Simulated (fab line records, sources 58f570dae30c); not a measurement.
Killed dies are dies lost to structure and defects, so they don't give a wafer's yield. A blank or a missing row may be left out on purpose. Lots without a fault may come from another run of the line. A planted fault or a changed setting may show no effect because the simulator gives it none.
fab line records | flow berkeley_cmos170
record lots=14 wafers=42 last_day=11
route steps=331 shown NWELL@16 PWELL@50 NVT@113 PLDD@153
lots that met no fault: from a run of the same line without faults
start_h: hours from the record's first day to the start of the lot's first wafer shown | wait_h: hours since the lot's step before | " the same as in the row above | L1.1+2: a row that stands for several wafers | - no value, or no start given | * or withheld: withheld | < > ~ a bound
route shown NAME@n: a module of which the file shows steps, and the number in the route of the first | usual: mean/standard deviation of fault-free wafers | same: alike in all rows | chamber/n: place in a boat | sites: the reading at each site | _std_site: their standard deviation | _edge_site: outer sites' mean less inner sites' | radius_mm: how far each site lies from the wafer's centre | mask NAME#n: copy n | behind: the tool/chamber that last shaped the wafer | hold: why the lot was held/for how many hours/how that ended | device: the transistor (n, p or np) that didn't switch | end of line: the same wafers' tests at the end of the route | a step without rows: its recipe alone | killed: dies lost to structure and defects at the first sort, not the wafer's yield | map: a wafer's dies, x killed, . not, _ none there
set.NAME: the setting as run; set.NAME@STEP: as run at that earlier step | model.NAME: the simulator's own value behind a step, which no gauge read
steps of the route over a sample of lots; a table a step, a row a wafer
services: from which hour (start_h, from the record's first day; less than 0 if before it) a tool's chamber was out of use, for how many hours, and why
## steps
# step UCB170_NWELL_THK_MEAS_02
# recipe reads=SiO2_of_NWELL_OXIDATION_01
# usual NWELL_OXIDE_THK=26.1/0.45
# columns lot.wafer tool chamber start_h wait_h NWELL_OXIDE_THK[nm]
L488.1 film_metro-03 - 23.08 0.0 26.1
L488.4 " - " " 25.8
L488.5 " - " " 25.9
L489.4 film_metro-03 - 27.32 0.0 25.1
L489.5 " - " " 25.2
L489.6 " - " " 25.5
L492.1 film_metro-02 - 46.63 0.0 26.4
L492.3 " - " " 26.6
L492.4 " - " " 27.1
L493.2 film_metro-01 - 46.67 0.0 26.5
L493.3 " - " " 26.7
L493.5 " - " " 26.5
L494.1 film_metro-01 - 53.42 0.0 25.6
L494.5 " - " " 26.1
L494.6 " - " " 26.0
L498.2 film_metro-01 - 74.22 0.0 26.3
L498.3 " - " " 26.3
L498.4 " - " " 26.2
L500.2 film_metro-02 - 86.15 0.0 26.3
L500.5 " - " " 26.3
L500.6 " - " " 25.8
L502.1 film_metro-03 - 97.61 0.0 25.6
L502.3 " - " " 25.7
L502.6 " - " " 25.6
L503.1 film_metro-03 - 103.07 0.0 26.2
L503.2 " - " " 26.0
L503.6 " - " " 26.1
L504.1 film_metro-01 - 103.07 0.0 26.0
L504.3 " - " " 26.4
L504.6 " - " " 26.3
L506.2 film_metro-02 - 112.93 0.0 25.8
L506.4 " - " " 26.1
L506.5 " - " " 26.2
L508.2 film_metro-01 - 121.63 0.0 26.0
L508.4 " - " " 25.6
L508.6 " - " " 25.4
L509.1 film_metro-03 - 128.72 0.0 26.7
L509.3 " - " " 26.6
L509.4 " - " " 26.3
L510.2 film_metro-01 - 133.73 0.0 26.8
L510.4 " - " " 26.8
L510.5 " - " " 27.3
# step UCB170_PWELL_STRIP_16
# recipe chemistry=O2 power_w=400 pressure_mtorr=3500 platen_temp_c=withheld o2_flow_sccm=400 overash_fraction=0.5
# usual drypump_motor_current_A=5.7/0.34 oes_product_au=0.721/0.0044 strip_time_to_endpoint_s=18.13/0.089
# same overash_fraction=0.5
# columns lot.wafer tool chamber start_h wait_h drypump_motor_current_A oes_product_au rf_hours_counter_h strip_time_to_endpoint_s
L488.1 plasma_asher-02 1 47.64 0.1 5.6 0.715 25 18.06
L488.4 " 0 " " 6.2 0.719 - 18.13
L488.5 " 1 " " 5.6 0.720 - 18.06
L489.4 plasma_asher-04 1 53.28 0.1 6.1 0.723 - 18.12
L489.5 " 0 " " 5.7 0.724 - 18.21
L489.6 " 1 " " 6.1 0.729 - 18.07
L492.1 plasma_asher-03 1 73.02 0.1 5.5 0.716 34 18.00
L492.3 " 0 " " 5.2 0.727 - 18.00
L492.4 " 1 " " 5.6 0.721 - 17.98
L493.2 plasma_asher-04 0 73.14 0.1 5.7 0.722 37 18.12
L493.3 " 1 " " 6.1 0.721 - 18.02
L493.5 " 1 " " 6.1 0.720 - 18.01
L494.1 plasma_asher-03 1 79.02 0.1 5.5 0.714 35 18.10
L494.5 " 0 " " 5.2 0.713 - 18.08
L494.6 " 1 " " 5.5 0.727 - 18.11
L498.2 plasma_asher-03 1 105.58 0.1 5.5 0.725 37 18.03
L498.3 " 1 " " 5.5 0.717 - 18.23
L498.4 " 0 " " 5.2 0.719 - 18.12
L500.2 plasma_asher-02 1 113.75 0.1 5.6 0.722 33 18.10
L500.5 " 1 " " 5.6 0.718 - 18.06
L500.6 " 0 " " 6.2 0.722 - 18.01
L503.1 plasma_asher-03 1 124.99 0.1 5.5 0.719 40 18.13
L503.2 " 0 " " 5.2 0.722 40 18.08
L503.6 " 0 " " 5.2 0.723 - 18.04
L502.1 plasma_asher-04 1 125.08 0.1 6.1 0.723 1 18.09
L502.3 " 1 " " 6.1 0.723 - 18.12
L502.6 " 1 " " 6.1 0.727 - 18.11
L504.1 plasma_asher-03 1 125.35 0.1 5.5 0.722 40 18.16
L504.3 " 1 " " 5.5 0.724 - 18.20
L504.6 " 0 " " 5.2 0.715 - 18.21
L506.2 plasma_asher-04 0 138.21 0.1 5.8 0.722 2 17.97
L506.4 " 1 " " 6.1 0.727 - 18.07
L506.5 " 0 " " 5.8 0.722 - 18.10
L508.2 plasma_asher-04 1 146.25 0.1 6.1 0.727 3 18.09
L508.4 " 1 " " 6.1 0.721 - 17.99
L508.6 " 0 " " 5.7 0.724 - 18.04
L509.1 plasma_asher-02 1 153.47 0.1 5.6 0.713 37 18.16
L509.3 " 0 " " 6.2 0.723 - 18.19
L509.4 " 1 " " 5.6 0.717 - 18.30
L510.2 plasma_asher-04 1 158.82 0.1 6.1 0.722 4 18.11
L510.4 " 0 " " 5.7 0.720 - 18.01
L510.5 " 1 " " 6.1 0.721 - 18.08
# step UCB170_NVT_TW_MEAS_09
# usual NVT_TW=521/3.5
# columns lot.wafer tool chamber start_h wait_h NVT_TW
L488.1 film_metro-01 - 106.79 0.1 525
L488.4 " - " " 524
L488.5 " - " " 523
L489.4 film_metro-02 - 106.93 0.1 521
L489.5 " - " " 523
L489.6 " - " " 522
L493.2 film_metro-03 - 131.32 0.1 521
L493.3 " - " " 518
L493.5 " - " " 519
L492.1 film_metro-01 - 131.59 0.1 521
L492.3 " - " " 523
L492.4 " - " " 524
L494.1 film_metro-03 - 137.43 0.1 519
L494.5 " - " " 518
L494.6 " - " " 520
L498.2 film_metro-01 - 162.04 0.1 521
L498.3 " - " " 518
L498.4 " - " " 522
L500.2 film_metro-02 - 173.67 0.1 523
L500.5 " - " " 524
L500.6 " - " " 524
L504.1 film_metro-03 - 181.25 0.1 515
L504.3 " - " " 516
L504.6 " - " " 516
L503.1 film_metro-02 - 181.26 0.1 525
L503.2 " - " " 522
L503.6 " - " " 522
L502.1 film_metro-03 - 181.53 0.1 518
L502.3 " - " " 514
L502.6 " - " " 514
L506.2 film_metro-01 - 191.05 0.1 521
L506.4 " - " " 518
L506.5 " - " " 521
L508.2 film_metro-01 - 211.41 0.1 526
L508.4 " - " " 523
L508.6 " - " " 523
L509.1 film_metro-02 - 216.10 0.1 523
L509.3 " - " " 522
L509.4 " - " " 520
L510.2 film_metro-01 - 223.62 0.1 523
L510.4 " - " " 521
L510.5 " - " " 520
# step UCB170_PLDD_IMPLANT_08
# recipe species=BF2 dose_cm2=5e+13 energy_kev=10 tilt_deg=7 rotation_deg=0
# usual dose_ions_cm2=5e+13/5.1e+10 faraday_current_uA=158/3.2
# columns lot.wafer tool chamber start_h wait_h dose_ions_cm2 faraday_current_uA
L488.1 implanter-03 0 124.40 0.0 4.994e+13 157
L488.4 " 0 " " 5.001e+13 156
L488.5 " 0 " " 5.004e+13 161
L489.4 implanter-01 0 124.52 0.1 4.999e+13 149
L489.5 " 0 " " 5.002e+13 153
L489.6 " 0 " " 4.997e+13 160
L493.2 implanter-02 0 149.06 0.0 4.994e+13 158
L493.3 " 0 " " 4.99e+13 158
L493.5 " 0 " " 5.002e+13 153
L492.1 implanter-03 0 149.14 0.0 4.996e+13 156
L492.3 " 0 " " 5.007e+13 163
L492.4 " 0 " " 5.003e+13 158
L494.1 implanter-03 0 153.28 0.0 4.997e+13 154
L494.5 " 0 " " 4.999e+13 158
L494.6 " 0 " " 4.999e+13 158
L498.2 implanter-02 0 180.75 0.0 5.007e+13 162
L498.3 " 0 " " 5.007e+13 154
L498.4 " 0 " " 5.013e+13 162
L500.2 implanter-01 0 189.92 0.0 5.008e+13 163
L500.5 " 0 " " 5.002e+13 155
L500.6 " 0 " " 5.006e+13 164
L502.1 implanter-03 0 197.53 0.0 5.703e+13 187
L502.3 " 0 " " 5.698e+13 184
L502.6 " 0 " " 5.701e+13 171
L504.1 implanter-01 0 197.54 0.0 4.996e+13 160
L504.3 " 0 " " 4.994e+13 164
L504.6 " 0 " " 5e+13 153
L503.1 implanter-02 0 197.65 0.0 5.004e+13 158
L503.2 " 0 " " 5.01e+13 155
L503.6 " 0 " " 5.011e+13 156
L506.2 implanter-03 0 206.54 0.0 5.7e+13 184
L506.4 " 0 " " 5.696e+13 180
L506.5 " 0 " " 5.699e+13 183
L508.2 implanter-01 0 228.79 0.0 4.999e+13 157
L508.4 " 0 " " 5.006e+13 156
L508.6 " 0 " " 5.001e+13 153
L509.1 implanter-02 0 232.85 0.0 5.003e+13 157
L509.3 " 0 " " 5.001e+13 162
L509.4 " 0 " " 5.008e+13 159
L510.2 implanter-02 0 240.75 0.0 5e+13 156
L510.4 " 0 " " 5.001e+13 162
L510.5 " 0 " " 4.997e+13 162
# step UCB170_SDANNEAL_RS_MEAS_04
# recipe thk_meas_gauge=four-point-probe
# usual PLDD_RS=1032.5/2.4
# columns lot.wafer tool chamber start_h wait_h PLDD_RS[ohm/sq]
L488.1 film_metro-04 - 137.30 0.1 1029.7
L488.4 " - " " 1032.3
L488.5 " - " " 1032.1
L489.4 film_metro-01 - 137.81 0.1 1030.6
L489.5 " - " " 1031.2
L489.6 " - " " 1030.0
L492.1 film_metro-04 - 161.09 0.1 1034.6
L492.3 " - " " 1035.4
L492.4 " - " " 1036.2
L493.2 film_metro-03 - 161.29 0.1 1033.0
L493.3 " - " " 1034.9
L493.5 " - " " 1033.0
L494.1 film_metro-03 - 168.49 0.1 1029.0
L494.5 " - " " 1033.4
L494.6 " - " " 1032.5
L498.2 film_metro-04 - 197.89 0.1 1032.2
L498.3 " - " " 1039.0
L498.4 " - " " 1035.7
L500.2 film_metro-03 - 205.69 0.1 1030.1
L500.5 " - " " 1027.4
L500.6 " - " " 1027.7
L502.1 film_metro-04 - 208.86 0.1 977.3
L502.3 " - " " 977.0
L502.6 " - " " 979.5
L503.1 film_metro-01 - 209.25 0.1 1033.4
L503.2 " - " " 1033.3
L503.6 " - " " 1033.4
L504.1 film_metro-03 - 209.37 0.1 1030.5
L504.3 " - " " 1032.7
L504.6 " - " " 1034.2
L506.2 film_metro-03 - 220.00 0.1 979.1
L506.4 " - " " 976.7
L506.5 " - " " 980.5
L508.2 film_metro-01 - 242.71 0.1 1030.5
L508.4 " - " " 1032.3
L508.6 " - " " 1032.1
L509.1 film_metro-03 - 244.77 0.1 1034.0
L509.3 " - " " 1036.1
L509.4 " - " " 1031.7
L510.2 film_metro-01 - 252.39 0.1 1029.8
L510.4 " - " " 1028.0
L510.5 " - " " 1032.0
## services
# columns tool chamber start_h hours kind
plasma_asher-04 - 37.40 0.4 repair
implanter-01 - 97.39 6.7 repair
implanter-03 - 100.08 3.0 pm
implanter-01 - 105.44 8.3 repair
plasma_asher-04 - 108.75 9.0 pm
plasma_asher-04 0 108.75 9.0 vent_cycle
plasma_asher-04 1 108.75 9.0 vent_cycle
plasma_asher-04 0 117.75 - clean
plasma_asher-04 1 117.75 - clean
implanter-03 - 123.47 0.8 repair
implanter-02 - 129.16 3.9 pm
plasma_asher-04 - 129.53 5.8 repair
plasma_asher-02 - 130.07 8.0 repair
plasma_asher-04 - 222.89 1.3 repair
## key
first_sign step=UCB170_PLDD_IMPLANT_08 reading=dose_ions_cm2 direction=up sigmas=99+ usual=5e+13 struck=5.699e+13
effect step=UCB170_PLDD_IMPLANT_08 reading=faraday_current_uA direction=up sigmas=7.3 usual=158 struck=182
effect step=UCB170_SDANNEAL_RS_MEAS_04 reading=PLDD_RS direction=down sigmas=22 usual=1032.5 struck=978.4
met_at UCB170_PLDD_IMPLANT_08
struck_lots L502,L506
tester_left_out L502,L506
not_acting_at UCB170_NWELL_THK_MEAS_02,UCB170_PWELL_STRIP_16,UCB170_NVT_TW_MEAS_09
onset_between 153.28 197.53
fault kind=process_parameter_drift tool=implanter-03 chamber=- onset_h=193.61 steps=UCB170_PLDD_IMPLANT_08 channel=dose_cm2 offset=7.0055e+12 shape=step end_h=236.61 acts_in=these_recipes_only stated=5e+13
# tester_left_out: of these lots the tester's yield and bins aren't shown, on N5 and GAA mostly nor the transistor test; their killed dies are dies lost to structure and defects alone, not to doping, threshold or leakage, so they don't give the yield
